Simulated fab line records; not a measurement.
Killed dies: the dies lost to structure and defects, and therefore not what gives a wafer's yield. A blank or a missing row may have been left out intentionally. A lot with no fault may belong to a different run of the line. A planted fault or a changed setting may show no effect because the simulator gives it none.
A single fault, viewed from 2 desks | flow berkeley cmos170 | each desk holds nothing but its own numbers, with what lay behind them at the end

== TOOL OWNER'S DESK, pvd sputter-02 ==
The tool's own readings at UCB170_SILICIDE_SPUTTER_01 (material Ti, target thk 30 nm, time 25 s): means of the sampled wafers that have a number, for each lot that ran on this tool. Any lot whose mean is over 4 standard deviations away from the usual mean is out of limits and marked OUT; that distance is given in the brackets.
Columns: A = throttle valve pct at UCB170_SILICIDE_SPUTTER_01, usual 30.2 %
lot  | first seen here | A
L778 | day 8 07:52     | 30.5
L784 | day 9 10:20     | 30.0
L788 | day 10 12:39    | 29.8
L791 | day 11 03:38    | 30.0
L796 | day 11 17:11    | 30.5
L799 | day 12 09:13    | 30.1
L800 | day 12 10:24    | 30.0
This desk's verdict: no lot among the 7 shows anything out of limits.

== METROLOGY DESK ==
What the gauges read for every lot (on any tool): the sampled wafers with a number, averaged. Any lot whose mean is over 4 standard deviations away from the usual mean is out of limits and marked OUT; that distance is given in the brackets.
Columns: A = M3_AL_THK at UCB170_M3_THK_MEAS_03, usual 909 nm; B = M3_OVL at UCB170_M3_OVL_MEAS_16, usual 0 nm; C = M3_BOW at UCB170_M3_BOW_MEAS_20, usual 35 um
lot  | first seen here | A   | B  | C
L778 | day 9 01:17     | 921 | 2  | 36
L781 | day 9 15:08     | 926 | -1 | 36
L782 | day 9 15:41     | 912 | -3 | 31
L783 | day 10 04:14    | 917 | 7  | 35
L784 | day 10 04:47    | 899 | -2 | 34
L786 | day 10 15:53    | 914 | -1 | 39
L788 | day 11 06:59    | 897 | 1  | 29
L790 | day 11 09:36    | 913 | -1 | 38
L791 | day 12 01:07    | 916 | -3 | 30
L793 | day 12 01:41    | 911 | -3 | 33
L792 | day 12 01:49    | 894 | -2 | 34
L796 | day 12 14:05    | 899 | -1 | 24
L799 | day 13 02:38    | 900 | 2  | 32
L800 | day 13 06:12    | 908 | -9 | 31
This desk's verdict: no lot among the 14 shows anything out of limits.

== TAKEN TOGETHER ==
The desk of the tool owner found nothing out of limits.
From the metrology desk's view, nothing was out of limits.

== WHAT THE SIMULATOR PUT IN ==
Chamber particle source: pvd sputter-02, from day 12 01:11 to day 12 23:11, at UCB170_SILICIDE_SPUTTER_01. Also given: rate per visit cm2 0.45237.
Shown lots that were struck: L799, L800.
